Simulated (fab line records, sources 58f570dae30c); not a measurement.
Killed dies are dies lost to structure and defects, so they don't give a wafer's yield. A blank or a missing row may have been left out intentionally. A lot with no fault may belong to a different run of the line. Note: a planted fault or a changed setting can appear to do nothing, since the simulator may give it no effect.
Lot-split experiment	flow berkeleyCmos170	23 wafers read from 5 lots, route of 331 steps

SPLIT DETAILS
At UCB170_PLDD_COAT_01 (resist thk 900 nm), the setting spinRpm was moved away from the recipe's 1500 rpm on 8 of the 23 wafers read, by -3.9% to +6.7%. The other wafers ran this setting at the recipe's value.

Reading taken at the split's own step.

THE READING
KrF_of_PLDD_COAT_01.thkNm (the simulator's own value, which no gauge read), in nm, at UCB170_PLDD_COAT_01 (resist thk 900 nm). The file does not state a usual value for it. Average 898.6 nm, standard deviation 1.6 nm, over the 15 wafers here run with the recipe.

wafer	tool, chamber at the split	spinRpm as run, rpm	against the recipe	KrF_of_PLDD_COAT_01.thkNm, nm	against lot-mates on the recipe
L074.1	lithoTrack-03, 0	1500	recipe	900.6	-
L074.3	lithoTrack-03, 0	1441	-3.9%	918.6	+18.9
L074.4	lithoTrack-03, 0	1441	-3.9%	917.3	+17.5
L074.5	lithoTrack-03, 0	1500	recipe	898.9	-
L074.6	lithoTrack-03, 0	1441	-3.9%	917.9	+18.1
L082.2	lithoTrack-03, 0	1500	recipe	899.1	-
L082.4	lithoTrack-03, 0	1500	recipe	898.7	-
L082.6	lithoTrack-03, 0	1500	recipe	898.2	-
L080.1	lithoTrack-04, 0	1500	recipe	900.9	-
L080.2	lithoTrack-04, 0	1500	recipe	897.1	-
L080.3	lithoTrack-04, 0	1500	recipe	898.6	-
L080.4	lithoTrack-04, 0	1500	recipe	896.4	-
L080.5	lithoTrack-04, 0	1500	recipe	901.6	-
L081.1	lithoTrack-03, 0	1601	+6.7%	869.1	-29.1
L081.2	lithoTrack-03, 0	1500	recipe	899.3	-
L081.4	lithoTrack-03, 0	1601	+6.7%	868.4	-29.9
L081.5	lithoTrack-03, 0	1601	+6.7%	867.2	-31.0
L081.6	lithoTrack-03, 0	1500	recipe	897.2	-
L083.1	lithoTrack-03, 0	1500	recipe	895.7	-
L083.3	lithoTrack-03, 0	1500	recipe	898.3	-
L083.4	lithoTrack-03, 0	1500	recipe	897.9	-
L083.5	lithoTrack-03, 0	1547	+3.1%	883.5	-13.8
L083.6	lithoTrack-03, 0	1547	+3.1%	885.9	-11.4

THE FIT
A straight line over all 23 wafers: KrF_of_PLDD_COAT_01.thkNm changes by -4.62 nm for each +1% of spinRpm; r = -0.99; the points scatter about the line by 1.5 nm.
The same after taking each lot's own level away (the mean of its wafers on the recipe; 23 wafers): -4.47 nm for each +1%; r = -1.00; scatter 1.4 nm.
That fit puts the effect of the largest move of spinRpm on the reading at 30 nm.
The span of the lots' own levels, 897.30 to 899.75 nm, comes to 1.6 times the standard deviation stated above.
Hence the lot-to-lot level has little effect on the slope; both slopes agree.
Check: -30.1 nm against its lot-mates is what the line predicts for one of the wafers moved furthest among these (+6.7%) when that wafer is left out of the fit. Against them it came out at -29.1 nm.

OTHER SPLITS ON THESE WAFERS
These wafers also went through other splits before the reading. Each is held against what the fit with the lots' levels taken away leaves over:
other split on the same wafers	wafers away from the commonest value	r with KrF_of_PLDD_COAT_01.thkNm (lot level and that fit taken away)
UCB170_START_OXIDATION_02 oxTimeS	18	+0.10
UCB170_NWELL_OXIDATION_01 oxTimeS	15	-0.09
UCB170_NWELL_IMPLANT_14 energyKev	10	-0.16
UCB170_PWELL_CVD_05 pressureMtorr	10	+0.09
UCB170_ACTIVE_COAT_08 spinRpm	7	-0.15
UCB170_PFIELD_IMPLANT_07 doseCm2	10	+0.12
UCB170_SCREENOX_OXIDATION_01 oxTimeS	15	-0.09

THE WHOLE CHAIN: every reading that the file lists as answering this split, in the file's order
step	what it does	reading	change (the file's fit)	r (the file's)
UCB170_PLDD_COAT_01	resist thk 900 nm	KrF_of_PLDD_COAT_01.thkNm (the simulator's own value, which no gauge read)	-4.44 nm for each +1% of the setting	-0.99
UCB170_PLDD_STRIP_10	strips in O2	stripTimeToEndpointS	withheld for each +1% of the setting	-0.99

FILE'S OWN FIT
KrF_of_PLDD_COAT_01.thkNm changes by -4.44 nm for each +1% of spinRpm, r = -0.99.
